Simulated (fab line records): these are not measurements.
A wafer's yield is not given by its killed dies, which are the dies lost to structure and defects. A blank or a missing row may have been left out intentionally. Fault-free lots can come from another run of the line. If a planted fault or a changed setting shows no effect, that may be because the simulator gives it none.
A struck lot beside a sound one :: flow berkeley-cmos170 :: 14 steps out of a route of 331
Sound: wafers L485.2, L485.3, L485.6. Struck: wafers L499.1, L499.2, L499.6. The cause comes at the end.
Order at every step that has rows: each side's tool, ch and its chambers, its first start. Under that, the readings that differ: sound wafers :: struck wafers :: difference of the means :: sigmas: that difference in standard deviations of wafers without a fault.
alike: readings whose means differ by less than 2 such deviations, and words and numbers that are the same on both sides. not compared: withheld readings, readings that some wafer has no value for, bounds like >300 that may hide the same value, and numbers for which the record gives no deviation and whose values overlap.
The two part at a step that has a row with sigmas, a row that says differs or no value, or rows on one side only. Non-overlapping numbers with no deviation appear without sigmas and do not part them. A reading that every wafer of one side lacks parts them only if that side has two wafers or more.

UCB170_PWELL_STRIP_16: strips in O2.
  sound on plasma-asher-02 ch 0, day 4 04:21; struck on plasma-asher-03 ch 0,1, day 6 19:29
  alike: drypump-motor-current-A, oes-product-au, strip-time-to-endpoint-s
  not compared: rf-hours-counter-h
UCB170_PWELL_TW_MEAS_17:
  struck on film-metro-04, day 6 19:35; sound on film-metro-04, day 4 04:28
  alike: PWELL_TW
then, 5 steps without rows for these wafers: UCB170_PWELL_CLEAN_18 (cleans in SPM, time 600 s); UCB170_PWELL_WET_ETCH_19 (etches Si3N4 in H3PO4, time 14400 s); UCB170_PWELL_WET_ETCH_20 (etches SiO2 in BOE, time 22 s); UCB170_WELLDRIVE_CLEAN_00 (cleans in SPM, time 600 s); UCB170_WELLDRIVE_OXIDATION_01 (target thk 199 nm, ox time 9000 s).
UCB170_WELLDRIVE_THK_MEAS_02:
  struck on film-metro-01, day 7 04:49; sound on film-metro-04, day 4 16:11
  alike: WELLDRIVE_OXIDE_THK
then, 4 steps without rows for these wafers: UCB170_WELLDRIVE_ANNEAL_03 (time 900 s); UCB170_WELLDRIVE_WET_ETCH_04 (etches SiO2 in BOE, time 120 s); UCB170_ACTIVE_CLEAN_00 (cleans in SPM, time 600 s); UCB170_ACTIVE_CLEAN_01 (cleans in dHF, time 60 s).
UCB170_ACTIVE_OXIDATION_02: target thk 26.4 nm, ox time 1260 s.
  sound on furnace-04 ch 0, day 4 20:34; struck on furnace-04, day 7 11:50
  no value came back on the struck wafers for ox-temp-c (C), ox-temp-c-max; on the sound wafers ox-temp-c (C) reads 999.9 1000.0 999.8
then, 1 step without rows for these wafers: UCB170_ACTIVE_ANNEAL_04 (time 900 s).

== WHERE THEY PART ==
Only at UCB170_ACTIVE_OXIDATION_02, as far as this record shows.

WHY: what the simulator had put in
Beginning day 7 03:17, the whole step at UCB170_ACTIVE_OXIDATION_02 was skipped on furnace-04. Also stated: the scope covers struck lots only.
